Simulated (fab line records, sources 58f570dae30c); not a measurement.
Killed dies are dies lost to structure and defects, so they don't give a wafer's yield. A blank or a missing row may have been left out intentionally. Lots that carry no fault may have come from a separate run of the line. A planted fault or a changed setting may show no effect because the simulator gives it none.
Struck lot and sound lot, side by side	flow berkeleyCmos170	14 out of 331 route steps
Sound: these wafers, L875.3, L875.4, L875.5. Wafers struck: L886.2, L886.3, L886.5. Last of all comes the cause.
Per side, at each step with rows, come the tool, then ch with its chambers, and then its first start. Under that, the readings that differ: sound wafers	struck wafers	difference of the means	sigmas: that difference in standard deviations of wafers without a fault.
alike: readings with means less than 2 such deviations apart, plus words and numbers identical on both sides. not compared: withheld readings, readings lacking a value on some wafer, bounds such as >300 that could conceal the same value, and numbers that have no deviation in the record and whose values overlap.
Wherever a step has rows on one side only, a row that says differs or no value, or a row with sigmas, the two part there. Numbers that have no deviation but don't overlap get no sigmas and don't part them. A reading that every wafer of one side lacks parts them only if that side has two wafers or more.

UCB170_M1_STRIP_13: strips in O2.
  sound on plasmaAsher-04 ch 0,1, day 8 18:47; struck on plasmaAsher-03 ch 1, day 11 11:13
  alike: drypumpMotorCurrentA, oesProductAu
  not compared: rfHoursCounterH
UCB170_M1_CD_MEAS_90: target cd 700 nm.
  struck on cdSem-01, day 11 11:20; sound on cdSem-01, day 8 18:53
  alike: cdNm
then, 1 step without rows for these wafers: UCB170_M1_ANNEAL_14 (time 1200 s).
UCB170_V1_CVD_00: deposits SiO2 from TEOS/O2, target thk 2000 nm, time 250 s.
  sound on pecvd-03 ch 0,1,2, day 8 20:19; struck on pecvd-04 ch 0,1, day 11 12:46
  alike: heaterPowerW
UCB170_V1_THK_MEAS_01:
  struck on filmMetro-01, day 11 12:56; sound on filmMetro-04, day 8 20:29
  alike: V1_TEOS_THK
UCB170_V1_CMP_02: polishes SiO2.
  sound on cmp-02 ch 0,3, day 8 20:31; struck on cmp-01 ch 0,1,2, day 11 13:02
  alike: edgeZonePressureFrac, headPressurePsi, motorCurrentA
UCB170_V1_BOW_MEAS_03:
  struck on filmMetro-01, day 11 13:19; sound on filmMetro-01, day 8 20:52
  alike: V1_BOW
UCB170_V1_THK_MEAS_04:
  struck on filmMetro-01, day 11 13:25; sound on filmMetro-01, day 8 20:58
  alike: V1_POLISHED_THK
then, 4 steps without rows for these wafers: UCB170_V1_CLEAN_05 (cleans in DIW); UCB170_V1_HMDS_06 (prime time 60 s); UCB170_V1_COAT_07 (resist thk 900 nm); UCB170_V1_SOFTBAKE_08 (time 58.18 s).
UCB170_V1_EXPOSE_09: exposes mask VIA1, target cd 700 nm.
  sound on krfScanner-01 ch 0, day 8 23:19; struck on krfScanner-01, day 11 14:25
  no value came back on the struck wafers for exposureDoseMJCm2, focusOffsetNm (nm); on the sound wafers exposureDoseMJCm2 reads 37.08 37.05 37.12
  alike: mask
after that, 1 step had no rows for these wafers: UCB170_V1_PEB_10.

== WHERE THEY PART ==
At UCB170_V1_EXPOSE_09 and nowhere else, as far as this record goes.

WHY: the cause the simulator had injected
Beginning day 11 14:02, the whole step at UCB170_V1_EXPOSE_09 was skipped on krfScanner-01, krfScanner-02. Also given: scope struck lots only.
